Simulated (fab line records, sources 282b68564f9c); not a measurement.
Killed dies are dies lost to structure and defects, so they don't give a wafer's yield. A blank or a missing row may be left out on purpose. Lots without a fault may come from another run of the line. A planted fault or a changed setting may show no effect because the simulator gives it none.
A struck lot beside a sound one | flow rit_cmos | 18 steps out of a route of 202
Sound: wafers L555.1, L555.2, L555.5. Struck: wafers L573.1, L573.5, L573.6. The cause comes at the end.
At each step with rows: each side's tool, then ch and its chambers, then its first start. Under that, the readings that differ: sound wafers | struck wafers | difference of the means | sigmas: that difference in standard deviations of wafers without a fault.
alike: readings whose means differ by less than 2 such deviations, and words and numbers that are the same on both sides. not compared: withheld readings, readings that some wafer has no value for, bounds like >300 that may hide the same value, and numbers for which the record gives no deviation and whose values overlap.
The two part at a step that has a row with sigmas, a row that says differs or no value, or rows on one side only. Numbers that don't overlap but have no deviation are shown without sigmas and don't part them. A reading that every wafer of one side lacks parts them only if that side has two wafers or more.

first, 2 steps without rows for these wafers: RIT_ACTIVE_CLEAN_17 (cleans in SC2, time 600 s); RIT_FOX1_OXIDATION_00 (target thk 350.7 nm, ox time 1130 s).
RIT_FOX1_THK_MEAS_01:
  sound on film_metro-02, day 2 14:22; struck on film_metro-03, day 6 07:13
  alike: FOX1_OXIDE_THK
then, 2 steps without rows for these wafers: RIT_FOX1_WET_ETCH_02 (etches SiO2 in BOE, target depth 350 nm, time 390 s); RIT_FOX2_OXIDATION_00 (target thk 350.7 nm, ox time 1169 s).
RIT_FOX2_THK_MEAS_01:
  sound on film_metro-01, day 2 15:51; struck on film_metro-03, day 6 08:43
  alike: FOX2_OXIDE_THK
then, 2 steps without rows for these wafers: RIT_FOX2_CLEAN_02 (cleans in dHF, time 180 s); RIT_FOX2_WET_ETCH_03 (etches Si3N4 in H3PO4, target depth 195 nm, time 2700 s).
RIT_FOX2_THK_MEAS_90:
  sound on film_metro-03, day 2 16:44; struck on film_metro-04, day 6 09:39
  alike: FIELD_OXIDE_LEFT_1_THK
then, 3 steps without rows for these wafers: RIT_NWELL_HMDS_00 (prime time 60 s); RIT_NWELL_COAT_01 (resist thk 1300 nm); RIT_NWELL_SOFTBAKE_02 (time 60 s).
RIT_NWELL_EXPOSE_03: exposes mask M2, target cd 43900 nm.
  sound on iline_stepper-01 ch 0, day 2 17:14; struck on iline_stepper-01 ch 0, day 6 10:10
  reading                       | sound                | struck         | difference | sigmas
  model.NWELL.overlay_x_nm (nm) | 0.3496 0.3496 0.3496 | -181 -181 -181 | -181       |
  alike: mask, focus_offset_nm
then, 2 steps without rows for these wafers: RIT_NWELL_PEB_04; RIT_NWELL_DEVELOP_05 (develop time 68 s).
RIT_NWELL_OVL_MEAS_06:
  sound on overlay-02, day 2 17:40; struck on overlay-02, day 6 10:35
  reading        | sound       | struck               | difference | sigmas
  NWELL_OVL (nm) | 1.8 0.9 4.3 | -181.3 -180.3 -179.4 | -182.7     | -99 or more
then, 1 step without rows for these wafers: RIT_NWELL_HARDBAKE_07 (time 120 s).
RIT_M1_PROBE_99:
  sound on prober-02, day 4 05:41; struck on prober-02, day 7 23:50
  reading                                 | sound             | struck            | difference | sigmas
  model.etest.well_edge_right.line_ohm_um | 180.5 181.8 180.8 | 189.6 185.3 188.7 | +6.8       |
  model.etest.well_edge_left.line_ohm_um  | 182.2 181 182.5   | 170.4 170.4 165.1 | -13.3      |
  alike: killed_at_front_end, killed_dies, killed_open, killed_short

WHERE THEY PART
Only at RIT_NWELL_OVL_MEAS_06, within this record. Later steps at which nothing parts them and some readings are alike: RIT_M1_PROBE_99.

WHY: what the simulator had put in
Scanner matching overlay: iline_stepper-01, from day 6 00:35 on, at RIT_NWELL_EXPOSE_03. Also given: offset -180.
